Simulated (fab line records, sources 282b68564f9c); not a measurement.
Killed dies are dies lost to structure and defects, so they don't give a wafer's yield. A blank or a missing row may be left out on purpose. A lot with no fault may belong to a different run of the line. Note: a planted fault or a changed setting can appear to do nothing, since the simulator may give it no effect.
2 desks looking at one fault ; flow ritCmos ; only its own numbers are on each desk; what lay behind them is given at the end

## AT THE METROLOGY DESK
Lot by lot, what the gauges showed, no matter which tool ran the lot: averages of those sampled wafers that carry a number. If a lot's mean is further than 4 standard deviations from the usual mean, the lot is out of limits and carries the mark OUT (the distance appears in the brackets).
Columns: A = SPACER_NITRIDE_THK at RIT_SPACER_THK_MEAS_04, usual 250 nm
lot;first seen here;A
L322;day 3 00:43;252
L323;day 3 03:17;250
L325;day 3 17:32;246
L326;day 3 20:13;249
L327;day 4 05:52;251
L328;day 4 08:41;248
L329;day 4 11:08;251
L330;day 4 18:53;256
L332;day 5 06:03;248
L334;day 5 15:19;169 (-26) OUT
L340;day 7 02:41;247
L342;day 7 07:34;244
L344;day 7 18:50;249
This desk reports L334 out of limits; the earliest was L334 at day 5 15:19 (SPACER_NITRIDE_THK at RIT_SPACER_THK_MEAS_04). In limits: L322, L323, L325, L326, L327, L328, L329, L330, L332, L340, L342, L344.

## TOOL OWNER'S DESK, lpcvd-01
The tool's own readings at RIT_SPACER_CVD_03 (deposits Si3N4 from SiH2Cl2/NH3, target thk 250 nm, time 3300 s): means of the sampled wafers that have a number, for each lot that ran on this tool. If a lot's mean is further than 4 standard deviations from the usual mean, the lot is out of limits and carries the mark OUT (the distance appears in the brackets).
Columns: A = spikeTcLoadC at RIT_SPACER_CVD_03, usual 836.4 C
lot;first seen here;A
L322;day 2 22:47;834.4
L323;day 3 01:20;834.0
L327;day 4 03:56;837.4
L329;day 4 09:13;837.9
L330;day 4 16:57;834.1
L334;day 5 13:24;836.9
Finding of this desk: none of the 6 lots has anything out of limits.

## ALL TOGETHER
The metrology desk could have raised an alarm at day 5 15:19, on L334.
Nothing out of limits was seen by the tool owner's desk.
Tool owner's desk: L334 on record, inside its limits.
All the named lots went through RIT_SPACER_CVD_03 on lpcvd-01.

## WHAT THE SIMULATOR PUT IN
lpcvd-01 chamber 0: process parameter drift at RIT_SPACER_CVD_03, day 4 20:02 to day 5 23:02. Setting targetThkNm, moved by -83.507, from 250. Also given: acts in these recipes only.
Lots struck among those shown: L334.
Per desk, hours elapsed from the start of the fault to the first reading out of limits: for the metrology desk, 19.
